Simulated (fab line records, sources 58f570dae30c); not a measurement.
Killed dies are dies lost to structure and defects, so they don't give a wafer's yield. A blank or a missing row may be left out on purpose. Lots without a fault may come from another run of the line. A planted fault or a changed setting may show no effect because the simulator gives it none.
Tool commonality check | flow berkeley_cmos170 | 14 lots, 48 wafers sampled

WHY IT WAS OPENED
At UCB170_NSD_CD_MEAS_06 the reading cd_nm is flagged on 2 of 14 lots. Wafers without a fault read 1199.9 nm, standard deviation 1.1.
Rule: a lot is flagged when every wafer of it that has a number lies more than 4 standard deviations from that mean, or none has a number. The other lots count as sound.

lot  | measured     | on        | cd_nm (nm), wafer by wafer                | flag
L269 | day 7 01:42  | cd_sem-02 | 1200.0 1200.8 1199.2                      |
L271 | day 7 12:27  | cd_sem-02 | 1199.4 1199.0 1199.4                      |
L270 | day 7 12:43  | cd_sem-02 | 1200.9 1201.0 1200.3                      |
L272 | day 7 12:51  | cd_sem-02 | 1199.5 1198.1 1200.7                      |
L276 | day 8 02:13  | cd_sem-02 | 1200.9 1201.9 1201.4                      |
L275 | day 8 02:19  | cd_sem-01 | 1200.5 1201.5 1198.6                      |
L278 | day 8 02:37  | cd_sem-02 | 1199.8 1200.2 1200.2                      |
L277 | day 8 02:48  | cd_sem-02 | 1198.8 1201.8 1200.0                      |
L280 | day 9 01:02  | cd_sem-01 | 1206.7 1207.4 1207.4 1206.7 1207.4 1207.3 | FLAGGED
L279 | day 9 01:17  | cd_sem-01 | 1200.9 1200.1 1200.9                      |
L281 | day 9 08:05  | cd_sem-02 | 1205.6 1206.0 1206.2 1206.0 1206.1 1206.3 | FLAGGED
L290 | day 11 05:07 | cd_sem-01 | 1198.8 1200.2 1199.6                      |
L291 | day 11 14:14 | cd_sem-02 | 1201.1 1199.2 1198.3                      |
L292 | day 11 19:32 | cd_sem-01 | 1200.0 1199.3 1198.8                      |
The numbers of the flagged lots are 1206.6 nm on average: +6.7 nm against the usual, or +6 standard deviations.

WHICH TOOL RAN EACH LOT
The record holds 1 process step before the reading, out of a route of 331 steps. In each cell: the tool, then ch and the chambers that the sampled wafers went through, then the start.
lot  | flag    | UCB170_NSD_SOFTBAKE_02
L269 |         | litho_track-04 ch 0, day 7 00:51
L271 |         | litho_track-04 ch 0, day 7 11:26
L270 |         | litho_track-02 ch 0, day 7 11:36
L272 |         | litho_track-01 ch 0, day 7 11:48
L276 |         | litho_track-01 ch 0, day 8 01:32
L275 |         | litho_track-02 ch 0, day 8 01:37
L278 |         | litho_track-04 ch 0, day 8 01:52
L277 |         | litho_track-01 ch 0, day 8 01:59
L280 | FLAGGED | litho_track-01 ch 0, day 9 00:23
L279 |         | litho_track-02 ch 0, day 9 00:44
L281 | FLAGGED | litho_track-01 ch 0, day 9 07:26
L290 |         | litho_track-02 ch 0, day 11 04:09
L291 |         | litho_track-02 ch 0, day 11 13:32
L292 |         | litho_track-01 ch 0, day 11 18:40
What these steps do:
- UCB170_NSD_SOFTBAKE_02: time 60 s.
- UCB170_NSD_CD_MEAS_06: target cd 1200 nm.

FLAGGED OVER TOTAL, TOOL BY TOOL (the gauges that took the reading come last)
step                   | tool           | lots run | flagged | share of the flagged lots | sound lots run after its first flagged lot
UCB170_NSD_SOFTBAKE_02 | litho_track-01 | 6        | 2       | all                       | 1 (L292)
UCB170_NSD_SOFTBAKE_02 | litho_track-02 | 5        | 0       | none                      | -
UCB170_NSD_SOFTBAKE_02 | litho_track-04 | 3        | 0       | none                      | -
UCB170_NSD_CD_MEAS_06  | cd_sem-01      | 5        | 1       | some                      | 3 (L279,L290,L292)
UCB170_NSD_CD_MEAS_06  | cd_sem-02      | 9        | 1       | some                      | 1 (L291)

WHAT THE TABLE ALLOWS
1 row of the table ran every flagged lot: litho_track-01 at UCB170_NSD_SOFTBAKE_02.
- litho_track-01 at UCB170_NSD_SOFTBAKE_02: 2 of its 6 lots flagged. Sound lots ran on it after the first flagged one (L292), which a lasting fault on the whole tool wouldn't allow. Its own readings lie more than 4 standard deviations out on every wafer of the flagged lots: heater_power_total_W, plate_temp_C.
No row of the table ran every flagged lot and no sound lot after the first.

WHAT THE SIMULATOR HAD PUT IN
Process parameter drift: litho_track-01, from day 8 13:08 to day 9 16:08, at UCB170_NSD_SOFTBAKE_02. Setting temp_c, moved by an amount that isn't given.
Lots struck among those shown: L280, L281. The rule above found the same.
